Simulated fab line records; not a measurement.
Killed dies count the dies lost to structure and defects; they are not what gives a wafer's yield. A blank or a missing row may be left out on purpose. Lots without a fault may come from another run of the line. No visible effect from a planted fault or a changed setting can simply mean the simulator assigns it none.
Split-lot study + flow berkeley-cmos170 + route with 331 steps; 5 lots, 23 wafers read

SPLIT DETAILS
At UCB170_PWELL_IMPLANT_15, the setting energy-kev was moved away from the recipe's 60 on 9 of the 23 wafers read, by +2.8% to +5.8%. For the rest of the wafers, this setting stayed at what the recipe calls for.

Reading taken at the split's own step.

THE READING
The simulator's own value implant.drp-nm, read by no gauge, in nm at UCB170_PWELL_IMPLANT_15. The file gives no usual value for it.

| wafer  | tool, chamber at the split | energy-kev as run | against the recipe | implant.drp-nm, nm | against lot-mates on the recipe |
|--------|----------------------------|-------------------|--------------------|--------------------|---------------------------------|
| L074.1 | implanter-01, 0            | 60                | recipe             | 64.7               | -                               |
| L074.3 | implanter-01, 0            | 60                | recipe             | 64.7               | -                               |
| L074.2 | implanter-01, 0            | 63.5              | +5.8%              | 66.65              | +1.95                           |
| L074.4 | implanter-01, 0            | 63.5              | +5.8%              | 66.65              | +1.95                           |
| L074.6 | implanter-01, 0            | 63.5              | +5.8%              | 66.65              | +1.95                           |
| L078.1 | implanter-03, 0            | 62.95             | +4.9%              | 66.35              | +1.65                           |
| L078.4 | implanter-03, 0            | 62.95             | +4.9%              | 66.35              | +1.65                           |
| L078.5 | implanter-03, 0            | 62.95             | +4.9%              | 66.35              | +1.65                           |
| L078.2 | implanter-03, 0            | 60                | recipe             | 64.7               | -                               |
| L078.3 | implanter-03, 0            | 60                | recipe             | 64.7               | -                               |
| L081.3 | implanter-02, 0            | 60                | recipe             | 64.7               | -                               |
| L081.5 | implanter-02, 0            | 60                | recipe             | 64.7               | -                               |
| L081.6 | implanter-02, 0            | 60                | recipe             | 64.7               | -                               |
| L083.1 | implanter-01, 0            | 60                | recipe             | 64.7               | -                               |
| L083.3 | implanter-01, 0            | 60                | recipe             | 64.7               | -                               |
| L083.4 | implanter-01, 0            | 60                | recipe             | 64.7               | -                               |
| L083.5 | implanter-01, 0            | 60                | recipe             | 64.7               | -                               |
| L083.6 | implanter-01, 0            | 60                | recipe             | 64.7               | -                               |
| L084.2 | implanter-02, 0            | 61.66             | +2.8%              | 65.64              | +0.94                           |
| L084.3 | implanter-02, 0            | 61.66             | +2.8%              | 65.64              | +0.94                           |
| L084.6 | implanter-02, 0            | 61.66             | +2.8%              | 65.64              | +0.94                           |
| L084.4 | implanter-02, 0            | 60                | recipe             | 64.7               | -                               |
| L084.5 | implanter-02, 0            | 60                | recipe             | 64.7               | -                               |

THE FIT
A straight line over all 23 wafers: implant.drp-nm changes by +0.335 nm for each +1% of energy-kev; r = +1.00; the points scatter about the line by 0.0051 nm.
The same after taking each lot's own level away (the mean of its wafers on the recipe; 23 wafers): +0.335 nm for each +1%; r = +1.00; scatter 0.0051 nm.
The reading moves by 2 nm for the largest change in energy-kev, on that fit.
The lots' own levels span 64.700 to 64.700 nm.
So the lot-to-lot level changes the slope little: the two slopes agree.
Check: for one of the wafers moved furthest among these (+5.8%), held out of the fit, the line's prediction against its lot-mates is +1.96 nm. Against them it came out at +1.95 nm.

OTHER SPLITS APPLIED TO THESE WAFERS
These wafers also went through other splits before the reading. Each is held against what the fit with the lots' levels taken away leaves over:
| other split on the same wafers     | wafers away from the commonest value | r with implant.drp-nm (lot level and that fit taken away) |
|------------------------------------|--------------------------------------|-----------------------------------------------------------|
| UCB170_START_OXIDATION_02 temp-c   | 15                                   | +0.66                                                     |
| UCB170_NWELL_OXIDATION_01 temp-c   | 15                                   | +0.51                                                     |
| UCB170_NWELL_IMPLANT_14 energy-kev | 8                                    | +0.22                                                     |
| UCB170_PWELL_COAT_08 spin-rpm      | 8                                    | +0.19                                                     |

THE WHOLE CHAIN: every reading that the file lists as answering this split, in the file's order
| step                    | what it does | reading                                                         | change (the file's fit)               | r (the file's) |
|-------------------------|--------------|-----------------------------------------------------------------|---------------------------------------|----------------|
| UCB170_PWELL_IMPLANT_15 |              | implant.rp-nm (the simulator's own value, which no gauge read)  | +2.42 nm for each +1% of the setting  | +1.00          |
| UCB170_PWELL_IMPLANT_15 |              | implant.drp-nm (the simulator's own value, which no gauge read) | +0.335 nm for each +1% of the setting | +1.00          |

THE FILE'S OWN FIT
implant.drp-nm changes by +0.335 nm for each +1% of energy-kev, r = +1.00.
